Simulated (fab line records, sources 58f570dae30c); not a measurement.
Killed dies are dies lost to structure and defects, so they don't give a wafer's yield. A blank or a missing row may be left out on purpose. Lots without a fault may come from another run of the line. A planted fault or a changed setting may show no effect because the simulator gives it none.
Chamber matching | flow berkeley_cmos170 | UCB170_NWELL_ETCH_13 on rie_diel-03: 4 sister chambers
The step etches Si3N4 in CH3F/Ar/O2, stops on SiO2, target depth 246.4 nm, time 154 s. 16 wafers are shown with their chamber, then 8 later ones without.

WAFERS WITH THEIR CHAMBER
wafer  | chamber | drypump_motor_current_A (A) | throttle_valve_pct (%) | oes_product_au (a.u.)
L075.3 | 0       | 5.2                         | 8.03                   | 0.952
L075.5 | 2       | 6.4                         | 8.21                   | 0.955
L075.6 | 3       | 5.6                         | 8.17                   | 0.939
L078.1 | 3       | 5.6                         | 8.17                   | 0.947
L078.2 | 2       | 6.5                         | 8.19                   | 0.955
L078.3 | 1       | 6.1                         | 7.97                   | 0.946
L078.4 | 0       | 5.2                         | 8.04                   | 0.965
L078.5 | 2       | 6.5                         | 8.19                   | 0.942
L078.6 | 1       | 6.1                         | 7.96                   | 0.948
L079.1 | 3       | 5.6                         | 8.18                   | 0.944
L079.4 | 0       | 5.2                         | 8.04                   | 0.954
L079.5 | 2       | 6.5                         | 8.18                   | 0.950
L083.3 | 0       | 5.2                         | 8.03                   | 0.944
L083.4 | 1       | 6.0                         | 7.95                   | 0.934
L083.6 | 3       | 5.6                         | 8.15                   | 0.924
L086.1 | 0       | 5.2                         | 8.04                   | 0.960

SIGNATURES (means of the wafers above)
reading                 | chamber 0 | chamber 1 | chamber 2 | chamber 3 | scatter within a chamber
drypump_motor_current_A | 5.200     | 6.067     | 6.475     | 5.600     | 0.0344
throttle_valve_pct      | 8.0360    | 7.9600    | 8.1925    | 8.1675    | 0.0103
oes_product_au          | 0.95500   | 0.94267   | 0.95050   | 0.93850   | 0.00815
Rule: a wafer's distance from a chamber is the root of the sum, over the readings, of the square of ((its reading less the chamber's mean) divided by the reading's scatter). The wafer belongs to the nearest chamber; if the next one is less than 2 further off, it can't be placed. The scatter: the root of (the sum of the squares of (reading less its chamber's mean) over the shown wafers, divided by (wafers less chambers)).

WAFERS WITHOUT THEIR CHAMBER
wafer  | drypump_motor_current_A (A) | throttle_valve_pct (%) | oes_product_au (a.u.)
L086.3 | 5.6                         | 8.17                   | 0.939
L086.6 | 5.2                         | 8.04                   | 0.946
L087.2 | 6.0                         | 7.97                   | 0.940
L087.3 | 6.5                         | 8.20                   | 0.936
L087.6 | 5.2                         | 8.03                   | 0.957
L089.2 | 5.2                         | 8.02                   | 0.960
L089.3 | 5.6                         | 8.17                   | 0.937
L089.4 | 6.5                         | 8.19                   | 0.944

WHICH CHAMBER EACH WENT THROUGH
wafer  | from the rows above | in truth
L086.3 | 3                   | 3
L086.6 | 0                   | 0
L087.2 | 1                   | 1
L087.3 | 2                   | 2
L087.6 | 0                   | 0
L089.2 | 0                   | 0
L089.3 | 3                   | 3
L089.4 | 2                   | 2
Placed correctly: 8 of 8. Can't be placed from these rows: 0. Placed wrongly: 0.
